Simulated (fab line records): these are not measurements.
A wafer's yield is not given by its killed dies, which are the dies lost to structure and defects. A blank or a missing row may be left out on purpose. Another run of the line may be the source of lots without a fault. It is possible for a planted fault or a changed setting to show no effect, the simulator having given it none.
fab line records -- flow berkeley_cmos170
record lots=5, wafers=27
route steps=331 shown ZERO@12 NWELL@18 CONTACT@234 M2@272 V2@306
start_h: hours from the record's first day to the start of the lot's first wafer shown -- wait_h: how many hours have passed since the lot's step before this one -- " as in the row above -- L1.1+2: several wafers, shown together as one row -- - either no value or no given start -- * or withheld: withheld -- < > ~ a bound
route shown NAME@n: NAME is a module with steps in the file, n the number in the route of the first one -- usual: mean/standard deviation of fault-free wafers -- same: alike in all rows -- chamber/n: place in a boat -- sites: the reading at each site -- _std_site: how widely they spread, as a standard deviation -- _edge_site: inner sites' mean taken away from outer sites' mean -- radius_mm: for every site, how far away it sits from the centre of the wafer -- mask NAME#n: copy n -- behind: tool/chamber where the wafer was last shaped -- hold: why the lot went on hold/how many hours it stayed there/how the hold came to an end -- device: which transistor (n, p or np) failed to switch -- end of line: tests of these same wafers at the route's end -- a step given without rows: its recipe and nothing more -- killed: count of dies lost to structure and defects at first sort (not the wafer's yield) -- map: shows each die of a wafer: x if killed, . if not, _ if none is there
set.NAME: the setting the step ran with; set.NAME@STEP: the setting that earlier step ran with -- model.NAME: the simulator's own value behind a step, which no gauge read
lots run with intentionally changed settings; tables by step, rows by wafer
## steps
# step UCB170_ZERO_ETCH_06
# recipe chemistry=CHF3/CF4/Ar, target=SiO2, time_s=12, pressure_mtorr=100, rf_w=500, CHF3_flow_sccm=50, cf4_flow_sccm=10, Ar_flow_sccm=120, over_etch_frac=1.58
# usual oes_product_au=0.617/0.0086
lot.wafer,tool,chamber,start_h,wait_h,set.time_s,oes_product_au
L075.1,rie_diel-02,0,25.61,-,12,0.629
L075.2,rie_diel-02,3,25.61,-,12,0.626
L075.3,rie_diel-02,1,25.61,-,12,0.613
L075.4,rie_diel-02,2,25.61,-,12,0.625
L075.5,rie_diel-02,0,25.61,-,12,0.619
L075.6,rie_diel-02,3,25.61,-,12,0.626
L078.1,rie_diel-04,0,42.29,-,12,0.617
L078.2,rie_diel-04,3,42.29,-,17.45,0.565
L078.3,rie_diel-04,2,42.29,-,17.45,0.574
L078.4,rie_diel-04,1,42.29,-,12,0.603
L078.5,rie_diel-04,3,42.29,-,17.45,0.566
L078.6,rie_diel-04,2,42.29,-,12,0.614
L079.1,rie_diel-03,3,47.62,-,4.983,0.957
L079.2,rie_diel-03,2,47.62,-,4.983,0.960
L079.3,rie_diel-03,0,47.62,-,12,0.612
L079.4,rie_diel-03,1,47.62,-,4.983,0.969
L079.5,rie_diel-03,1,47.62,-,12,0.623
L079.6,rie_diel-03,0,47.62,-,12,0.595
L082.1,rie_diel-03,1,59.46,-,12,0.628
L082.3,rie_diel-03,2,59.46,-,12,0.622
L082.5,rie_diel-03,3,59.46,-,12,0.612
L083.1,rie_diel-02,1,68.06,-,12,0.617
L083.2,rie_diel-02,3,68.06,-,12,0.627
L083.3,rie_diel-02,0,68.06,-,18.11,0.560
L083.4,rie_diel-02,2,68.06,-,12,0.622
L083.5,rie_diel-02,0,68.06,-,18.11,0.558
L083.6,rie_diel-02,3,68.06,-,18.11,0.568
# step UCB170_ZERO_STRIP_07
# recipe chemistry=O2, power_w=400, pressure_mtorr=3500, platen_temp_c=withheld, o2_flow_sccm=400, overash_fraction=0.5
# usual strip_time_to_endpoint_s=21.48/0.079
lot.wafer,tool,chamber,start_h,wait_h,set.time_s@ZERO_ETCH_06,strip_time_to_endpoint_s
L075.1,plasma_asher-03,1,25.63,0.0,12,21.62
L075.2,plasma_asher-03,0,25.63,0.0,12,21.53
L075.3,plasma_asher-03,0,25.63,0.0,12,21.54
L075.4,plasma_asher-03,1,25.63,0.0,12,21.50
L075.5,plasma_asher-03,1,25.63,0.0,12,21.53
L075.6,plasma_asher-03,0,25.63,0.0,12,21.51
L078.1,plasma_asher-03,0,42.31,0.0,12,21.38
L078.2,plasma_asher-03,1,42.31,0.0,17.45,21.18
L078.3,plasma_asher-03,1,42.31,0.0,17.45,21.21
L078.4,plasma_asher-03,0,42.31,0.0,12,21.34
L078.5,plasma_asher-03,1,42.31,0.0,17.45,21.18
L078.6,plasma_asher-03,0,42.31,0.0,12,21.35
L079.1,plasma_asher-03,0,47.65,0.0,4.983,21.64
L079.2,plasma_asher-03,1,47.65,0.0,4.983,21.63
L079.3,plasma_asher-03,1,47.65,0.0,12,21.43
L079.4,plasma_asher-03,0,47.65,0.0,4.983,21.61
L079.5,plasma_asher-03,1,47.65,0.0,12,21.42
L079.6,plasma_asher-03,0,47.65,0.0,12,21.49
L082.1,plasma_asher-04,0,59.49,0.0,12,21.48
L082.3,plasma_asher-04,1,59.49,0.0,12,21.48
L082.5,plasma_asher-04,0,59.49,0.0,12,21.51
L083.1,plasma_asher-02,1,68.08,0.0,12,21.44
L083.2,plasma_asher-02,0,68.08,0.0,12,21.42
L083.3,plasma_asher-02,1,68.08,0.0,18.11,21.25
L083.4,plasma_asher-02,0,68.08,0.0,12,21.45
L083.5,plasma_asher-02,0,68.08,0.0,18.11,21.23
L083.6,plasma_asher-02,1,68.08,0.0,18.11,21.24
# step UCB170_NWELL_CVD_04
# recipe material=Si3N4, target_thk_nm=224, temp_c=800, precursor=SiH2Cl2/NH3, time_s=3360, pressure_mtorr=200, sih2cl2_flow_sccm=25, nh3_flow_sccm=75
lot.wafer,tool,chamber,start_h,wait_h,set.time_s,model.Si3N4_of_NWELL_CVD_04.thk_nm
L075.1,-,-,-,0.0,4163,279.1
L075.2,-,-,-,0.0,4163,278.5
L075.3,-,-,-,0.0,4163,278.3
L075.4,-,-,-,0.0,4163,276.8
L075.5,-,-,-,0.0,4163,276.9
L075.6,-,-,-,0.0,4163,278.1
L078.1,-,-,-,0.3,4287,284.4
L078.2,-,-,-,0.3,4287,282.8
L078.3,-,-,-,0.3,4287,283.2
L078.4,-,-,-,0.3,4287,283.7
L078.5,-,-,-,0.3,4287,281.5
L078.6,-,-,-,0.3,4287,284
L079.1,-,-,-,0.1,3360,222.3
L079.2,-,-,-,0.1,3360,221.7
L079.3,-,-,-,0.1,3360,223.1
L079.4,-,-,-,0.1,3360,221.3
L079.5,-,-,-,0.1,3360,223.3
L079.6,-,-,-,0.1,3360,220.1
L082.1,lpcvd-01,0,72.39,1.0,3360,220.6
L082.3,lpcvd-01,0,72.39,1.0,3360,220.2
L082.5,lpcvd-01,0,72.39,1.0,3360,221.6
L083.1,-,-,-,1.2,3360,224.1
L083.2,-,-,-,1.2,3360,226.2
L083.3,-,-,-,1.2,3360,224.8
L083.4,-,-,-,1.2,3360,225.2
L083.5,-,-,-,1.2,3360,226
L083.6,-,-,-,1.2,3360,223.6
# step UCB170_NWELL_THK_MEAS_05
# recipe reads=Si3N4_of_NWELL_CVD_04
# usual NWELL_NITRIDE_THK=222.9/1.9
lot.wafer,tool,chamber,start_h,wait_h,set.time_s@NWELL_CVD_04,NWELL_NITRIDE_THK[nm]
L075.1,film_metro-01,-,-,-,4163,279.2
L075.2,film_metro-01,-,-,-,4163,278.5
L075.3,film_metro-01,-,-,-,4163,278.3
L075.4,film_metro-01,-,-,-,4163,276.8
L075.5,film_metro-01,-,-,-,4163,276.8
L075.6,film_metro-01,-,-,-,4163,277.9
L078.1,film_metro-03,-,-,-,4287,284.6
L078.2,film_metro-03,-,-,-,4287,282.6
L078.3,film_metro-03,-,-,-,4287,283.1
L078.4,film_metro-03,-,-,-,4287,283.7
L078.5,film_metro-03,-,-,-,4287,281.9
L078.6,film_metro-03,-,-,-,4287,284.0
L079.1,film_metro-01,-,-,-,3360,222.2
L079.2,film_metro-01,-,-,-,3360,221.5
L079.3,film_metro-01,-,-,-,3360,223.2
L079.4,film_metro-01,-,-,-,3360,221.4
L079.5,film_metro-01,-,-,-,3360,223.3
L079.6,film_metro-01,-,-,-,3360,220.1
L082.1,film_metro-03,-,74.32,0.0,3360,220.6
L082.3,film_metro-03,-,74.32,0.0,3360,220.2
L082.5,film_metro-03,-,74.32,0.0,3360,221.7
L083.1,film_metro-01,-,-,-,3360,224.2
L083.2,film_metro-01,-,-,-,3360,226.3
L083.3,film_metro-01,-,-,-,3360,224.8
L083.4,film_metro-01,-,-,-,3360,225.1
L083.5,film_metro-01,-,-,-,3360,226.0
L083.6,film_metro-01,-,-,-,3360,223.7
# step UCB170_NWELL_HMDS_06
# recipe prime_time_s=60, prime_temp_c=100
# step UCB170_NWELL_COAT_07
# recipe resist=KrF, spin_rpm=1500, resist_thk_nm=900
# step UCB170_NWELL_DEVELOP_11
# recipe developer=TMAH, develop_time_s=45, resist=KrF, dev_temp_c=21
# step UCB170_NWELL_ETCH_13
# recipe chemistry=CH3F/Ar/O2, target=Si3N4, stop_on=SiO2, CH3F_flow_sccm=20, Ar_flow_sccm=50, O2_flow_sccm=7, pressure_mtorr=50, rf_w=450, target_depth_a=2464, over_etch_frac=0.1, time_s=154
lot.wafer,tool,chamber,start_h,wait_h,set.time_s@NWELL_CVD_04,model.etch.depth_nm
L075.1+2+5,rie_diel-01,"1,2,3",39.62,0.0,4163,-
L075.3,rie_diel-01,3,39.62,0.0,4163,249.2
L075.4,rie_diel-01,0,39.62,0.0,4163,247.6
L075.6,rie_diel-01,0,39.62,0.0,4163,249.3
L078.1,rie_diel-01,3,52.60,0.0,4287,246.4
L078.2,rie_diel-01,1,52.60,0.0,4287,242.2
L078.3+4+5,rie_diel-01,"2,1,3",52.60,0.0,4287,-
L078.6,rie_diel-01,2,52.60,0.0,4287,244.6
L079.1,rie_diel-04,0,59.96,0.0,3360,222.3
L079.2+5+6,rie_diel-04,"3,3,2",59.96,0.0,3360,-
L079.3,rie_diel-04,1,59.96,0.0,3360,223.1
L079.4,rie_diel-04,2,59.96,0.0,3360,221.3
L082.1,rie_diel-03,3,75.85,0.0,3360,220.6
L082.3,rie_diel-03,1,75.85,0.0,3360,220.2
L082.5,rie_diel-03,2,75.85,0.0,3360,221.6
L083.1,rie_diel-03,0,81.34,0.0,3360,224.1
L083.2,rie_diel-03,2,81.34,0.0,3360,226.2
L083.3+4+5,rie_diel-03,"3,1,1",81.34,0.0,3360,-
L083.6,rie_diel-03,0,81.34,0.0,3360,223.6
# step UCB170_CONTACT_ETCH_18
# recipe chemistry=CHF3/CF4/Ar, target=PSG, stop_on=TiSi2, CHF3_flow_sccm=45, cf4_flow_sccm=15, Ar_flow_sccm=150, pressure_mtorr=200, rf_w=700, target_depth_a=8400, over_etch_frac=0.2, time_s=195
# usual oes_product_au=0.895/0.015
lot.wafer,tool,chamber,start_h,wait_h,set.target_depth_a,oes_product_au,model.KrF_of_CONTACT_COAT_10.thk_nm
L075.1,rie_diel-02,0,-,-,8400,0.897,699.8
L075.2,rie_diel-02,3,-,-,5890,1.009,758.8
L075.3,rie_diel-02,1,-,-,8400,0.887,697.3
L075.4,rie_diel-02,0,-,-,8400,0.908,700.3
L075.5,rie_diel-02,3,-,-,5890,1.014,756.4
L075.6,rie_diel-02,1,-,-,5890,0.987,757.6
L078.1,rie_diel-03,0,-,-,8400,0.889,688.9
L078.2,rie_diel-03,3,-,-,8400,0.900,694.9
L078.3,rie_diel-03,2,-,-,8400,0.902,692.9
L078.4,rie_diel-03,1,-,-,8400,0.899,693
L078.5,rie_diel-03,1,-,-,8400,0.908,694.1
L078.6,rie_diel-03,2,-,-,8400,0.903,693.4
L079.1,rie_diel-03,0,-,-,8400,0.888,691.8
L079.2,rie_diel-03,2,-,-,10060,0.808,654.7
L079.3,rie_diel-03,3,-,-,8400,0.895,692.4
L079.4,rie_diel-03,3,-,-,10060,0.807,656.2
L079.5,rie_diel-03,0,-,-,10060,0.804,652.2
L079.6,rie_diel-03,2,-,-,8400,0.901,689.4
L082.1,rie_diel-01,3,-,-,8400,0.902,690.7
L082.3,rie_diel-01,1,-,-,8400,0.873,698.6
L082.5,rie_diel-01,0,-,-,8400,0.884,698.1
L083.1,rie_diel-02,3,-,-,8400,0.923,694.1
L083.2,rie_diel-02,1,-,-,8400,0.906,696
L083.3,rie_diel-02,0,-,-,8400,0.904,694.8
L083.4,rie_diel-02,2,-,-,8400,0.915,692.5
L083.5,rie_diel-02,2,-,-,8400,0.908,694.4
L083.6,rie_diel-02,1,-,-,8400,0.904,692.3
# step UCB170_M2_SPUTTER_01
# recipe material=Al, target_thk_nm=900, time_s=120, power_w=6000, chamber_pressure_pa=0.5
lot.wafer,tool,chamber,start_h,wait_h,set.time_s,model.Al_of_M2_SPUTTER_01.thk_nm
L075.1,pvd_sputter-03,-,166.79,0.0,161.4,1210
L075.2,pvd_sputter-03,-,166.79,0.0,161.4,1211
L075.3,pvd_sputter-03,-,166.79,0.0,120,909.6
L075.4,pvd_sputter-03,-,166.79,0.0,120,900.3
L075.5,pvd_sputter-03,-,166.79,0.0,161.4,1213
L075.6,pvd_sputter-03,-,166.79,0.0,120,901.6
L078.1,pvd_sputter-03,-,173.89,0.0,120,904.1
L078.2,pvd_sputter-03,-,173.89,0.0,120,910
L078.3,pvd_sputter-03,-,173.89,0.0,48.97,372.2
L078.4,pvd_sputter-03,-,173.89,0.0,48.97,375.5
L078.5,pvd_sputter-03,-,173.89,0.0,48.97,376.8
L078.6,pvd_sputter-03,-,173.89,0.0,120,910.1
L079.1,pvd_sputter-01,-,185.07,0.0,120,903.7
L079.2,pvd_sputter-01,-,185.07,0.0,157.3,1185
L079.3,pvd_sputter-01,-,185.07,0.0,120,909.1
L079.4,pvd_sputter-01,-,185.07,0.0,120,909.4
L079.5+6,pvd_sputter-01,-,185.07,0.0,157.3,1188
L082.1,pvd_sputter-04,-,189.44,0.0,120,897.6
L082.3,pvd_sputter-04,-,189.44,0.0,120,905.8
L082.5,pvd_sputter-04,-,189.44,0.0,120,902.1
L083.1,pvd_sputter-04,-,201.81,0.0,120,891.2
L083.2,pvd_sputter-04,-,201.81,0.0,120,894.8
L083.3,pvd_sputter-04,-,201.81,0.0,87.1,653.5
L083.4,pvd_sputter-04,-,201.81,0.0,87.1,653.1
L083.5,pvd_sputter-04,-,201.81,0.0,87.1,646.8
L083.6,pvd_sputter-04,-,201.81,0.0,120,888.5
# step UCB170_M2_RS_MEAS_02
# recipe thk_meas_gauge=four-point-probe, reads=Al_of_M2_SPUTTER_01
# usual M2_AL_RS=0.032/0.00021
lot.wafer,tool,chamber,start_h,wait_h,set.time_s@M2_SPUTTER_01,M2_AL_RS[ohm/sq]
L075.1,film_metro-01,-,166.87,0.0,161.4,0.02389
L075.2,film_metro-01,-,166.87,0.0,161.4,0.02383
L075.3,film_metro-01,-,166.87,0.0,120,0.03183
L075.4,film_metro-01,-,166.87,0.0,120,0.0322
L075.5,film_metro-01,-,166.87,0.0,161.4,0.02376
L075.6,film_metro-01,-,166.87,0.0,120,0.03213
L078.1,film_metro-04,-,173.97,0.0,120,0.03204
L078.2,film_metro-04,-,173.97,0.0,120,0.03178
L078.3,film_metro-04,-,173.97,0.0,48.97,0.07904
L078.4,film_metro-04,-,173.97,0.0,48.97,0.07836
L078.5,film_metro-04,-,173.97,0.0,48.97,0.07799
L078.6,film_metro-04,-,173.97,0.0,120,0.0318
L079.1,film_metro-04,-,185.15,0.0,120,0.03202
L079.2,film_metro-04,-,185.15,0.0,157.3,0.02435
L079.3,film_metro-04,-,185.15,0.0,120,0.03185
L079.4,film_metro-04,-,185.15,0.0,120,0.03179
L079.5,film_metro-04,-,185.15,0.0,157.3,0.02435
L079.6,film_metro-04,-,185.15,0.0,157.3,0.02429
L082.1,film_metro-04,-,189.53,0.0,120,0.03225
L082.3,film_metro-04,-,189.53,0.0,120,0.03192
L082.5,film_metro-04,-,189.53,0.0,120,0.03207
L083.1,film_metro-04,-,201.89,0.0,120,0.03247
L083.2,film_metro-04,-,201.89,0.0,120,0.03234
L083.3,film_metro-04,-,201.89,0.0,87.1,0.04442
L083.4,film_metro-04,-,201.89,0.0,87.1,0.04462
L083.5,film_metro-04,-,201.89,0.0,87.1,0.045
L083.6,film_metro-04,-,201.89,0.0,120,0.0325
# step UCB170_M2_THK_MEAS_03
# recipe thk_meas_gauge=xrf, reads=Al_of_M2_SPUTTER_01
# usual M2_AL_THK=897/7.2
lot.wafer,tool,chamber,start_h,wait_h,set.time_s@M2_SPUTTER_01,M2_AL_THK[nm]
L075.1,film_metro-01,-,166.99,0.1,161.4,1198
L075.2,film_metro-01,-,166.99,0.1,161.4,1201
L075.3,film_metro-01,-,166.99,0.1,120,903
L075.4,film_metro-01,-,166.99,0.1,120,895
L075.5,film_metro-01,-,166.99,0.1,161.4,1208
L075.6,film_metro-01,-,166.99,0.1,120,894
L078.1,film_metro-04,-,174.09,0.1,120,896
L078.2,film_metro-04,-,174.09,0.1,120,906
L078.3,film_metro-04,-,174.09,0.1,48.97,375
L078.4,film_metro-04,-,174.09,0.1,48.97,374
L078.5,film_metro-04,-,174.09,0.1,48.97,372
L078.6,film_metro-04,-,174.09,0.1,120,903
L079.1,film_metro-04,-,185.27,0.1,120,898
L079.2,film_metro-04,-,185.27,0.1,157.3,1177
L079.3,film_metro-04,-,185.27,0.1,120,903
L079.4,film_metro-04,-,185.27,0.1,120,907
L079.5,film_metro-04,-,185.27,0.1,157.3,1183
L079.6,film_metro-04,-,185.27,0.1,157.3,1181
L082.1,film_metro-04,-,189.65,0.1,120,894
L082.3,film_metro-04,-,189.65,0.1,120,902
L082.5,film_metro-04,-,189.65,0.1,120,900
L083.1,film_metro-04,-,202.01,0.1,120,890
L083.2,film_metro-04,-,202.01,0.1,120,883
L083.3,film_metro-04,-,202.01,0.1,87.1,647
L083.4,film_metro-04,-,202.01,0.1,87.1,650
L083.5,film_metro-04,-,202.01,0.1,87.1,641
L083.6,film_metro-04,-,202.01,0.1,120,885
# step UCB170_M2_HMDS_04
# recipe prime_time_s=60, prime_temp_c=100
# step UCB170_M2_COAT_05
# recipe resist=KrF, spin_rpm=1500, resist_thk_nm=900
# step UCB170_M2_ETCH_17
# recipe chemistry=N2/H2, target_depth_a=withheld, overetch_a=withheld, target=BARC, time_s=withheld, source_w=500, bias_w=100, pressure_mtorr=30, n2_flow_sccm=100, h2_flow_sccm=200
# step UCB170_M2_METAL_ETCH_18
# recipe chemistry=Cl2/BCl3, target=Al, stop_on=SiO2, pressure_mtorr=12, target_depth_a=11700, over_etch_frac=0.3, time_s=195, icp_w=600, bias_w=120, Cl2_flow_sccm=90, bcl3_flow_sccm=45
# usual oes_product_au=0.855/0.0072
lot.wafer,tool,chamber,start_h,wait_h,set.time_s@M2_SPUTTER_01,oes_product_au
L075.1,rie_metal-02,0,170.82,-,161.4,0.999
L075.2,rie_metal-02,0,170.82,-,161.4,1.001
L075.3,rie_metal-02,0,170.82,-,120,0.851
L075.4,rie_metal-02,0,170.82,-,120,0.849
L075.5,rie_metal-02,0,170.82,-,161.4,1.003
L075.6,rie_metal-02,0,170.82,-,120,0.854
L078.1,rie_metal-03,0,176.25,-,120,0.851
L078.2,rie_metal-03,1,176.25,-,120,0.864
L078.3,rie_metal-03,1,176.25,-,48.97,0.580
L078.4,rie_metal-03,0,176.25,-,48.97,0.572
L078.5,rie_metal-03,0,176.25,-,48.97,0.567
L078.6,rie_metal-03,1,176.25,-,120,0.863
L079.1,rie_metal-04,0,187.15,-,120,0.856
L079.2,rie_metal-04,1,187.15,-,157.3,0.988
L079.3,rie_metal-04,1,187.15,-,120,0.852
L079.4,rie_metal-04,0,187.15,-,120,0.857
L079.5,rie_metal-04,0,187.15,-,157.3,0.994
L079.6,rie_metal-04,1,187.15,-,157.3,0.988
L082.1,rie_metal-04,0,192.35,-,120,0.852
L082.3,rie_metal-04,0,192.35,-,120,0.857
L082.5,rie_metal-04,1,192.35,-,120,0.855
L083.1,rie_metal-02,0,204.55,-,120,0.848
L083.2,rie_metal-02,1,204.55,-,120,0.866
L083.3,rie_metal-02,0,204.55,-,87.1,0.718
L083.4,rie_metal-02,1,204.55,-,87.1,0.738
L083.5,rie_metal-02,0,204.55,-,87.1,0.709
L083.6,rie_metal-02,1,204.55,-,120,0.854
# step UCB170_V2_ETCH_14
# recipe chemistry=CHF3/CF4/Ar, target=SiO2, stop_on=Al, CHF3_flow_sccm=45, cf4_flow_sccm=15, Ar_flow_sccm=150, pressure_mtorr=200, rf_w=700, target_depth_a=12500, over_etch_frac=0.25, time_s=291
lot.wafer,tool,chamber,start_h,wait_h,set.time_s,model.KrF_of_V2_COAT_07.thk_nm
L075.1,rie_diel-01,2,173.53,0.0,291,613.4
L075.2,rie_diel-01,3,173.53,0.0,291,612.9
L075.3,rie_diel-01,1,173.53,0.0,359.3,555.7
L075.4,rie_diel-01,0,173.53,0.0,359.3,552.6
L075.5,rie_diel-01,2,173.53,0.0,359.3,549
L075.6,rie_diel-01,1,173.53,0.0,291,618.7
L078.1,rie_diel-03,1,178.92,0.0,291,608.7
L078.2,rie_diel-03,2,178.92,0.0,291,612.5
L078.3,rie_diel-03,3,178.92,0.0,291,616.3
L078.4,rie_diel-03,0,178.92,0.0,291,613.8
L078.5,rie_diel-03,1,178.92,0.0,291,612.4
L078.6,rie_diel-03,0,178.92,0.0,291,611.2
L079.1,rie_diel-03,2,190.13,0.0,291,606.3
L079.2,rie_diel-03,0,190.13,0.0,291,603.8
L079.3,rie_diel-03,3,190.13,0.0,291,605.1
L079.4,rie_diel-03,1,190.13,0.0,291,602
L079.5,rie_diel-03,1,190.13,0.0,291,605.8
L079.6,rie_diel-03,2,190.13,0.0,291,605.5
L082.1,rie_diel-02,1,195.37,0.0,291,610.2
L082.3,rie_diel-02,0,195.37,0.0,291,610.4
L082.5,rie_diel-02,1,195.37,0.0,291,611.8
L083.1+2,rie_diel-01,"0,2",207.39,0.0,244.7,656
L083.3,rie_diel-01,1,207.39,0.0,244.7,662.8
L083.4,rie_diel-01,3,207.39,0.0,291,616.1
L083.5,rie_diel-01,2,207.39,0.0,291,612.2
L083.6,rie_diel-01,3,207.39,0.0,291,617.2
# step UCB170_V2_STRIP_15
# recipe chemistry=O2, power_w=400, pressure_mtorr=3500, platen_temp_c=withheld, o2_flow_sccm=400, overash_fraction=0.5
# usual strip_time_to_endpoint_s=15.35/0.084
lot.wafer,tool,chamber,start_h,wait_h,set.time_s@V2_ETCH_14,strip_time_to_endpoint_s
L075.1,plasma_asher-01,1,173.71,0.1,291,15.41
L075.2,plasma_asher-01,0,173.71,0.1,291,15.38
L075.3,plasma_asher-01,1,173.71,0.1,359.3,14.03
L075.4,plasma_asher-01,0,173.71,0.1,359.3,13.95
L075.5,plasma_asher-01,0,173.71,0.1,359.3,13.86
L075.6,plasma_asher-01,1,173.71,0.1,291,15.50
L078.1,plasma_asher-04,1,179.10,0.1,291,15.28
L078.2,plasma_asher-04,0,179.10,0.1,291,15.36
L078.3,plasma_asher-04,1,179.10,0.1,291,15.46
L078.4,plasma_asher-04,0,179.10,0.1,291,15.41
L078.5,plasma_asher-04,1,179.10,0.1,291,15.37
L078.6,plasma_asher-04,0,179.10,0.1,291,15.34
L079.1,plasma_asher-02,1,190.31,0.1,291,15.22
L079.2,plasma_asher-02,0,190.31,0.1,291,15.17
L079.3,plasma_asher-02,0,190.31,0.1,291,15.21
L079.4,plasma_asher-02,1,190.31,0.1,291,15.11
L079.5,plasma_asher-02,1,190.31,0.1,291,15.21
L079.6,plasma_asher-02,0,190.31,0.1,291,15.22
L082.1,plasma_asher-01,1,195.55,0.1,291,15.32
L082.3,plasma_asher-01,1,195.55,0.1,291,15.32
L082.5,plasma_asher-01,0,195.55,0.1,291,15.34
L083.1,plasma_asher-01,0,207.56,0.1,244.7,16.35
L083.2,plasma_asher-01,1,207.56,0.1,244.7,16.34
L083.3,plasma_asher-01,0,207.56,0.1,244.7,16.51
L083.4,plasma_asher-01,1,207.56,0.1,291,15.45
L083.5,plasma_asher-01,0,207.56,0.1,291,15.36
L083.6,plasma_asher-01,1,207.56,0.1,291,15.46
## key
split step=UCB170_ZERO_ETCH_06, setting=time_s, stated=12, by=wafer
response step=UCB170_ZERO_ETCH_06, reading=oes_product_au, shape=bent, at_lowest=0.962, at_stated=0.618, at_highest=0.562
response step=UCB170_ZERO_STRIP_07, reading=strip_time_to_endpoint_s, change=*, per=1%, r=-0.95
split step=UCB170_NWELL_CVD_04, setting=time_s, stated=3360, by=lot
response step=UCB170_NWELL_CVD_04, reading=model.Si3N4_of_NWELL_CVD_04.thk_nm, change=+2.23, per=1%, r=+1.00
response step=UCB170_NWELL_THK_MEAS_05, reading=NWELL_NITRIDE_THK, change=+2.23, per=1%, r=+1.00
response step=UCB170_NWELL_ETCH_13, reading=model.etch.depth_nm, change=+0.914, per=1%, r=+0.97
split step=UCB170_CONTACT_ETCH_18, setting=target_depth_a, stated=8400, by=wafer
response step=UCB170_CONTACT_ETCH_18, reading=oes_product_au, change=-0.00383, per=1%, r=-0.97
response step=UCB170_CONTACT_ETCH_18, reading=model.KrF_of_CONTACT_COAT_10.thk_nm, change=-1.93, per=1%, r=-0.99
split step=UCB170_M2_SPUTTER_01, setting=time_s, stated=120, by=wafer
response step=UCB170_M2_SPUTTER_01, reading=model.Al_of_M2_SPUTTER_01.thk_nm, change=+8.96, per=1%, r=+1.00
response step=UCB170_M2_RS_MEAS_02, reading=M2_AL_RS, change=-0.000563, per=1%, r=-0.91
response step=UCB170_M2_THK_MEAS_03, reading=M2_AL_THK, change=+8.89, per=1%, r=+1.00
response step=UCB170_M2_METAL_ETCH_18, reading=oes_product_au, change=+0.00468, per=1%, r=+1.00
split step=UCB170_V2_ETCH_14, setting=time_s, stated=291, by=wafer
response step=UCB170_V2_ETCH_14, reading=model.KrF_of_V2_COAT_07.thk_nm, change=-2.68, per=1%, r=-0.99
response step=UCB170_V2_STRIP_15, reading=strip_time_to_endpoint_s, change=*, per=1%, r=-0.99
